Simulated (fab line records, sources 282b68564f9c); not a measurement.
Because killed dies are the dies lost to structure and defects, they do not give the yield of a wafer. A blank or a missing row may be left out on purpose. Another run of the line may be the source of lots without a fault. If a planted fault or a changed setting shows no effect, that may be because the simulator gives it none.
Lot-split experiment	flow ritCmos	23 wafers read from 5 lots, route of 202 steps

SPLIT DETAILS
At RIT_ACTIVE_EXPOSE_08 (exposes mask M1, target cd 1400 nm), the setting doseMj was moved away from the recipe's 225 on 9 of the 23 wafers read, by +3.2% to +6.0%. The other wafers ran this setting at the recipe's value.

FROM THE SPLIT TO THE READING: what the file shows between them, 6 steps
- RIT_ACTIVE_PEB_09
- RIT_ACTIVE_DEVELOP_10: develop time 50 s
- RIT_ACTIVE_CD_MEAS_11: target cd 1400 nm
- RIT_ACTIVE_HARDBAKE_12: time 60 s
- RIT_ACTIVE_ETCH_13: etches Si3N4 in SF6, stops on SiO2, time 210 s, target depth 210 nm
- RIT_ACTIVE_STRIP_14: strips in O2, time 180 s

THE READING
At RIT_ACTIVE_CD_MEAS_90: cdNm in nanometres, against a target cd of 1400 nm. A value of 1400.2 nm with a standard deviation of 2.1 nm is what fault-free wafers of this fab line usually give.

wafer	tool, chamber at the split	doseMj as run	against the recipe	cdNm, nm	against lot-mates on the recipe
L074.1	ilineStepper-02, 0	225	recipe	1400.4	-
L074.3	ilineStepper-02, 0	225	recipe	1401.0	-
L074.5	ilineStepper-02, 0	225	recipe	1402.5	-
L079.1	ilineStepper-02, 0	225	recipe	1396.6	-
L079.2	ilineStepper-02, 0	232.1	+3.2%	1388.4	-8.3
L079.3	ilineStepper-02, 0	225	recipe	1397.0	-
L079.5	ilineStepper-02, 0	225	recipe	1396.4	-
L079.6	ilineStepper-02, 0	232.1	+3.2%	1387.0	-9.7
L080.2	ilineStepper-01, 0	225	recipe	1401.3	-
L080.3	ilineStepper-01, 0	225	recipe	1399.8	-
L080.4	ilineStepper-01, 0	238.4	+6.0%	1385.2	-15.7
L080.5	ilineStepper-01, 0	238.4	+6.0%	1383.0	-17.9
L080.6	ilineStepper-01, 0	225	recipe	1401.6	-
L082.2	ilineStepper-02, 0	225	recipe	1401.5	-
L082.3	ilineStepper-02, 0	236.3	+5.0%	1386.8	-14.2
L082.4	ilineStepper-02, 0	236.3	+5.0%	1388.6	-12.5
L082.5	ilineStepper-02, 0	225	recipe	1400.6	-
L082.6	ilineStepper-02, 0	236.3	+5.0%	1387.2	-13.8
L085.1	ilineStepper-01, 0	225	recipe	1399.5	-
L085.2	ilineStepper-01, 0	225	recipe	1400.1	-
L085.4	ilineStepper-01, 0	233.7	+3.9%	1389.6	-10.3
L085.5	ilineStepper-01, 0	225	recipe	1400.0	-
L085.6	ilineStepper-01, 0	233.7	+3.9%	1391.5	-8.4

THE FIT
A straight line over all 23 wafers: cdNm changes by -2.63 nm for each +1% of doseMj; r = -0.95; the points scatter about the line by 2 nm.
The same after taking each lot's own level away (the mean of its wafers on the recipe; 23 wafers): -2.72 nm for each +1%; r = -0.99; scatter 0.87 nm.
According to that fit, moving doseMj by its largest amount changes the reading by 16 nm.
The span of the lots' own levels, 1396.67 to 1401.30 nm, comes to 2.2 times the standard deviation stated above.
So the lot-to-lot level changes the slope little: the two slopes agree.
Check: for one of the wafers moved furthest among these (+6.0%), held out of the fit, the line's prediction against its lot-mates is -16.3 nm. It came out at -15.7 nm against them.

OTHER SPLITS ON THESE WAFERS
Note: prior to the reading, these wafers also went through further splits. Each is held against what the fit with the lots' levels taken away leaves over:
other split on the same wafers	wafers away from the commonest value	r with cdNm (lot level and that fit taken away)
RIT_ACTIVE_OXIDATION_01 oxTimeS	10	-0.24

THE WHOLE CHAIN: every reading that the file lists as answering this split, in the file's order
step	what it does	reading	change (the file's fit)	r (the file's)
RIT_ACTIVE_CD_MEAS_11	target cd 1400 nm	cdNm	-2.78 nm for each +1% of the setting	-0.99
RIT_ACTIVE_ETCH_13	etches Si3N4 in SF6, stops on SiO2, time 210 s, target depth 210 nm	ACTIVE.cdNm (the simulator's own value, which no gauge read)	-2.69 nm for each +1% of the setting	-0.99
RIT_ACTIVE_CD_MEAS_90	target cd 1400 nm	cdNm	-2.72 nm for each +1% of the setting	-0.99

FILE'S OWN FIT
cdNm changes by -2.72 nm for each +1% of doseMj, r = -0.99.
